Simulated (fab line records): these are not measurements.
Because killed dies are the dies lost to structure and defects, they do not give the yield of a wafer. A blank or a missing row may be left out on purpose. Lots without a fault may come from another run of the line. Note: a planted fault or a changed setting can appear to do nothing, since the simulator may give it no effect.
Commonality check across tools || flow rit_cmos || Sampled: 14 lots, 42 wafers

THE REASON FOR OPENING IT
2 of 14 lots carry a flag on the reading M1_OVL at RIT_M1_OVL_MEAS_10. Fault-free wafers read 1.0 nm, with a standard deviation of 1.4.
Rule: a lot is flagged in two cases, either no wafer of it has a number, or all its wafers with numbers fall more than 4 standard deviations from that mean. The rest of the lots are taken to be sound.

{"lot": "L668", "measured": "day 3 07:02", "on": "overlay-01", "M1_OVL (nm), wafer by wafer": "1.2 3.0 4.6", "flag": ""}
{"lot": "L669", "measured": "day 3 13:12", "on": "overlay-01", "M1_OVL (nm), wafer by wafer": "-0.6 -0.9 -2.1", "flag": ""}
{"lot": "L670", "measured": "day 3 20:50", "on": "overlay-01", "M1_OVL (nm), wafer by wafer": "-0.8 -2.1 0.3", "flag": ""}
{"lot": "L671", "measured": "day 3 23:01", "on": "overlay-01", "M1_OVL (nm), wafer by wafer": "3.4 2.3 1.4", "flag": ""}
{"lot": "L673", "measured": "day 4 08:11", "on": "overlay-02", "M1_OVL (nm), wafer by wafer": "1.4 0.1 0.5", "flag": ""}
{"lot": "L674", "measured": "day 4 14:33", "on": "overlay-01", "M1_OVL (nm), wafer by wafer": "1.4 0.5 2.5", "flag": ""}
{"lot": "L675", "measured": "day 4 23:17", "on": "overlay-01", "M1_OVL (nm), wafer by wafer": "2.0 0.6 1.2", "flag": ""}
{"lot": "L677", "measured": "day 5 04:50", "on": "overlay-02", "M1_OVL (nm), wafer by wafer": "1.9 1.6 -1.7", "flag": ""}
{"lot": "L678", "measured": "day 5 09:13", "on": "overlay-01", "M1_OVL (nm), wafer by wafer": "0.2 -0.8 1.7", "flag": ""}
{"lot": "L679", "measured": "day 5 15:08", "on": "overlay-02", "M1_OVL (nm), wafer by wafer": "1.3 2.5 2.6", "flag": ""}
{"lot": "L680", "measured": "day 5 23:03", "on": "overlay-02", "M1_OVL (nm), wafer by wafer": "1.9 1.2 1.8", "flag": ""}
{"lot": "L681", "measured": "day 6 05:24", "on": "overlay-02", "M1_OVL (nm), wafer by wafer": "1.6 1.7 1.3", "flag": ""}
{"lot": "L688", "measured": "day 7 15:40", "on": "overlay-02", "M1_OVL (nm), wafer by wafer": "362.0 361.5 364.0", "flag": "FLAGGED"}
{"lot": "L689", "measured": "day 7 18:04", "on": "overlay-02", "M1_OVL (nm), wafer by wafer": "361.4 362.3 361.2", "flag": "FLAGGED"}
Flagged lots average 362.1 nm: +361.1 nm relative to the usual, that is +99 or more standard deviations.

LOT BY LOT: THE TOOL USED
The record holds 1 process step before the reading, out of a route of 202 steps. Read each cell as the tool, then ch plus the chambers that the sampled wafers visited, then the start.
{"lot": "L668", "flag": "", "RIT_M1_EXPOSE_06": "iline_stepper-02 ch 0, day 3 06:29"}
{"lot": "L669", "flag": "", "RIT_M1_EXPOSE_06": "iline_stepper-01 ch 0, day 3 12:40"}
{"lot": "L670", "flag": "", "RIT_M1_EXPOSE_06": "iline_stepper-01 ch 0, day 3 20:16"}
{"lot": "L671", "flag": "", "RIT_M1_EXPOSE_06": "iline_stepper-02 ch 0, day 3 22:28"}
{"lot": "L673", "flag": "", "RIT_M1_EXPOSE_06": "iline_stepper-02 ch 0, day 4 07:38"}
{"lot": "L674", "flag": "", "RIT_M1_EXPOSE_06": "iline_stepper-02 ch 0, day 4 14:02"}
{"lot": "L675", "flag": "", "RIT_M1_EXPOSE_06": "iline_stepper-02 ch 0, day 4 22:44"}
{"lot": "L677", "flag": "", "RIT_M1_EXPOSE_06": "iline_stepper-01 ch 0, day 5 04:17"}
{"lot": "L678", "flag": "", "RIT_M1_EXPOSE_06": "iline_stepper-01 ch 0, day 5 08:39"}
{"lot": "L679", "flag": "", "RIT_M1_EXPOSE_06": "iline_stepper-01 ch 0, day 5 14:35"}
{"lot": "L680", "flag": "", "RIT_M1_EXPOSE_06": "iline_stepper-01 ch 0, day 5 22:26"}
{"lot": "L681", "flag": "", "RIT_M1_EXPOSE_06": "iline_stepper-01 ch 0, day 6 04:50"}
{"lot": "L688", "flag": "FLAGGED", "RIT_M1_EXPOSE_06": "iline_stepper-02 ch 0, day 7 15:07"}
{"lot": "L689", "flag": "FLAGGED", "RIT_M1_EXPOSE_06": "iline_stepper-02 ch 0, day 7 17:34"}
What the steps here do:
- RIT_M1_EXPOSE_06: exposes mask M12, target cd 2600 nm.
- RIT_M1_OVL_MEAS_10

FLAGGED AGAINST TOTAL, ONE TOOL AT A TIME (gauges that did the reading follow at the end)
{"step": "RIT_M1_EXPOSE_06", "tool": "iline_stepper-01", "lots run": 7, "flagged": 0, "share of the flagged lots": "none", "sound lots run after its first flagged lot": "-"}
{"step": "RIT_M1_EXPOSE_06", "tool": "iline_stepper-02", "lots run": 7, "flagged": 2, "share of the flagged lots": "all", "sound lots run after its first flagged lot": 0}
{"step": "RIT_M1_OVL_MEAS_10", "tool": "overlay-01", "lots run": 7, "flagged": 0, "share of the flagged lots": "none", "sound lots run after its first flagged lot": "-"}
{"step": "RIT_M1_OVL_MEAS_10", "tool": "overlay-02", "lots run": 7, "flagged": 2, "share of the flagged lots": "all", "sound lots run after its first flagged lot": 0}

THE TABLE: WHAT IT ALLOWS
Rows of the table that ran all the flagged lots, 2 in number: iline_stepper-02 at RIT_M1_EXPOSE_06; overlay-02 at RIT_M1_OVL_MEAS_10.
- iline_stepper-02 at RIT_M1_EXPOSE_06 ran 7 lots, 2 of them flagged. A fault beginning between L675 (day 4 22:44), its last sound lot, and L688 (day 7 15:07), its first flagged one, fits the data.
- overlay-02 at RIT_M1_OVL_MEAS_10 ran 7 lots, 2 of them flagged. A fault beginning between L681 (day 6 05:24), its last sound lot, and L688 (day 7 15:40), its first flagged one, fits the data.
Counting lots can't tell these 2 tools apart, because each fits a fault that began at some hour. More lots, or a look at what each step does to the wafer, might.

WHAT THE SIMULATOR PUT IN
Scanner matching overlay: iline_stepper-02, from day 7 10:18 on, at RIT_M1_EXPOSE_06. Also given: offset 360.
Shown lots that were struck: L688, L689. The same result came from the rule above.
